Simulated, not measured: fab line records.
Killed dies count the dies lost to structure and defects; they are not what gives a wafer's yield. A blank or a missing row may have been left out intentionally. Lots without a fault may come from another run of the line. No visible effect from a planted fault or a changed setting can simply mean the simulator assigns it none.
Which tool did it? + flow rit_cmos + Sampling: 14 lots, 42 wafers, 3 of 202 route steps

== WHAT THE GAUGES SHOWED, per wafer ==
RIT_PLDD_TW_MEAS_10.
| lot  | measured    | on            | PLDD_TW        |
|------|-------------|---------------|----------------|
| L355 | day 3 00:28 | film_metro-03 | 2387 2367 2371 |
| L356 | day 3 07:11 | film_metro-01 | 2339 2340 2339 |
| L357 | day 3 10:37 | film_metro-02 | 2345 2352 2352 |
| L358 | day 3 16:59 | film_metro-02 | 2349 2346 2359 |
| L359 | day 3 21:04 | film_metro-03 | 2359 2367 2364 |
| L362 | day 4 11:12 | film_metro-02 | 2374 2371 2375 |
| L363 | day 4 17:28 | film_metro-03 | 2353 2371 2366 |
| L367 | day 5 13:10 | film_metro-02 | 2638 2633 2637 |
| L369 | day 5 22:28 | film_metro-02 | 2643 2635 2640 |
| L370 | day 6 03:51 | film_metro-02 | 2371 2358 2366 |
| L371 | day 6 09:11 | film_metro-02 | 2358 2372 2367 |
| L373 | day 6 19:43 | film_metro-01 | 2348 2343 2343 |
| L375 | day 7 04:17 | film_metro-02 | 2369 2381 2366 |
| L376 | day 7 08:50 | film_metro-01 | 2340 2345 2342 |

RIT_SDANNEAL_RS_MEAS_06: measurement is done with a four-point probe.
| lot  | measured    | on            | PLDD_RS (ohm/sq)  |
|------|-------------|---------------|-------------------|
| L355 | day 3 06:38 | film_metro-02 | 179.2 178.1 178.7 |
| L356 | day 3 13:16 | film_metro-02 | 178.5 178.4 178.1 |
| L357 | day 3 16:43 | film_metro-03 | 178.9 178.8 179.0 |
| L358 | day 3 23:29 | film_metro-02 | 179.1 179.3 178.9 |
| L359 | day 4 03:09 | film_metro-01 | 178.6 178.8 179.1 |
| L362 | day 4 17:34 | film_metro-02 | 178.8 178.9 179.3 |
| L363 | day 4 23:48 | film_metro-03 | 179.0 178.4 178.3 |
| L367 | day 5 19:23 | film_metro-02 | 157.2 157.3 157.5 |
| L369 | day 6 04:31 | film_metro-03 | 156.2 156.6 155.9 |
| L370 | day 6 10:08 | film_metro-02 | 178.9 178.8 178.9 |
| L371 | day 6 15:16 | film_metro-03 | 178.7 178.6 178.2 |
| L373 | day 7 01:59 | film_metro-01 | 178.2 177.9 178.0 |
| L375 | day 7 10:28 | film_metro-02 | 178.5 178.2 178.2 |
| L376 | day 7 15:22 | film_metro-01 | 178.6 178.3 177.9 |

== WHAT TOOL EACH LOT RAN ON (gives the tool, then ch and the chambers of the sampled wafers, and finally the start) ==
| lot  | RIT_PLDD_IMPLANT_08            |
|------|--------------------------------|
| L355 | implanter-02 ch 0, day 3 00:08 |
| L356 | implanter-04 ch 0, day 3 06:52 |
| L357 | implanter-04 ch 0, day 3 10:17 |
| L358 | implanter-02 ch 0, day 3 16:40 |
| L359 | implanter-04 ch 0, day 3 20:46 |
| L362 | implanter-01 ch 0, day 4 10:53 |
| L363 | implanter-01 ch 0, day 4 17:10 |
| L367 | implanter-01 ch 0, day 5 12:52 |
| L369 | implanter-01 ch 0, day 5 22:08 |
| L370 | implanter-04 ch 0, day 6 03:32 |
| L371 | implanter-04 ch 0, day 6 08:53 |
| L373 | implanter-04 ch 0, day 6 19:25 |
| L375 | implanter-04 ch 0, day 7 03:58 |
| L376 | implanter-02 ch 0, day 7 08:32 |
- RIT_PLDD_IMPLANT_08

== WHAT THE TOOLS THEMSELVES READ (means of the sampled wafers that have a number; where no wafer has one, the mark that the record gives instead) ==
RIT_PLDD_IMPLANT_08.
| lot  | tool         | dose_ions_cm2 | end_station_pressure_torr (Torr) | faraday_current_uA |
|------|--------------|---------------|----------------------------------|--------------------|
| L355 | implanter-02 | 9.000e+14     | 7.3e-06                          | 2813               |
| L356 | implanter-04 | 9.002e+14     | 7.4e-06                          | 2826               |
| L357 | implanter-04 | 9.009e+14     | 7.5e-06                          | 2855               |
| L358 | implanter-02 | 8.999e+14     | 7.2e-06                          | 2798               |
| L359 | implanter-04 | 8.999e+14     | 7.4e-06                          | 2828               |
| L362 | implanter-01 | 9.005e+14     | 7.2e-06                          | 2831               |
| L363 | implanter-01 | 9.011e+14     | 7.2e-06                          | 2800               |
| L367 | implanter-01 | 1.439e+15     | 8.5e-06                          | 4475               |
| L369 | implanter-01 | 1.441e+15     | 9.0e-06                          | 4512               |
| L370 | implanter-04 | 9.004e+14     | 7.2e-06                          | 2849               |
| L371 | implanter-04 | 9.003e+14     | 7.1e-06                          | 2835               |
| L373 | implanter-04 | 9.000e+14     | 7.5e-06                          | 2761               |
| L375 | implanter-04 | 8.996e+14     | 7.2e-06                          | 2789               |
| L376 | implanter-02 | 8.997e+14     | 7.2e-06                          | 2894               |

== THE ANSWER, worked out from the rows above alone ==
Rule: the usual values come from the lots themselves. The widest of any qualifying gaps counts: lots, ordered by their means at a reading, are off when they make up no more than a third of the lots, leave a main group of 4 or more, and stand apart from it by 3 or more times the standard deviation of that group's means. A main group is skipped when, at the precision printed for the reading in the tables above, its means are all equal. A lot without any number at a reading at which 4 lots or more have one is off too. Any other lot the step has rows for is counted as sound. Order of review: gauges by route order, followed by the tools' own readings, for which a lot's mean as printed above is used. The first step at which some lot is off is used, and at that step the reading that is off furthest; a lot without a number counts as furthest.
Off: L367, L369, at RIT_PLDD_TW_MEAS_10 (PLDD_TW). Mean 2359 and standard deviation 12 in the main group.
A tool fits if, at a process step before that reading, it ran every lot that is off, and no sound lot after the first of them. Not tried: the gauges at RIT_PLDD_TW_MEAS_10; whatever is off there is also off at RIT_PLDD_IMPLANT_08, on other tools, and gauge error can't account for it. One fits: RIT_PLDD_IMPLANT_08 on implanter-01. A fault onset in the window from L363 (day 4 17:10, its last sound lot) to L367 (day 5 12:52, its first lot off) fits.
The tool's own readings at RIT_PLDD_IMPLANT_08 bear it out: on the lots that are off they differ by more than 5 times the standard deviation of the sound lots' means. dose_ions_cm2 reads 1.440e+15 there against 9.002e+14 on the sound lots; end_station_pressure_torr reads 8.7e-06 Torr there against 7.3e-06 Torr on the sound lots; faraday_current_uA reads 4494 there against 2823 on the sound lots.

== WHAT THE SIMULATOR PUT IN ==
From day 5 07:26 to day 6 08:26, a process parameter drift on implanter-01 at RIT_PLDD_IMPLANT_08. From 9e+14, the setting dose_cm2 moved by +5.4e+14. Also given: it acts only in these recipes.
Lots struck among those shown: L367, L369. The rule given above showed the same thing.
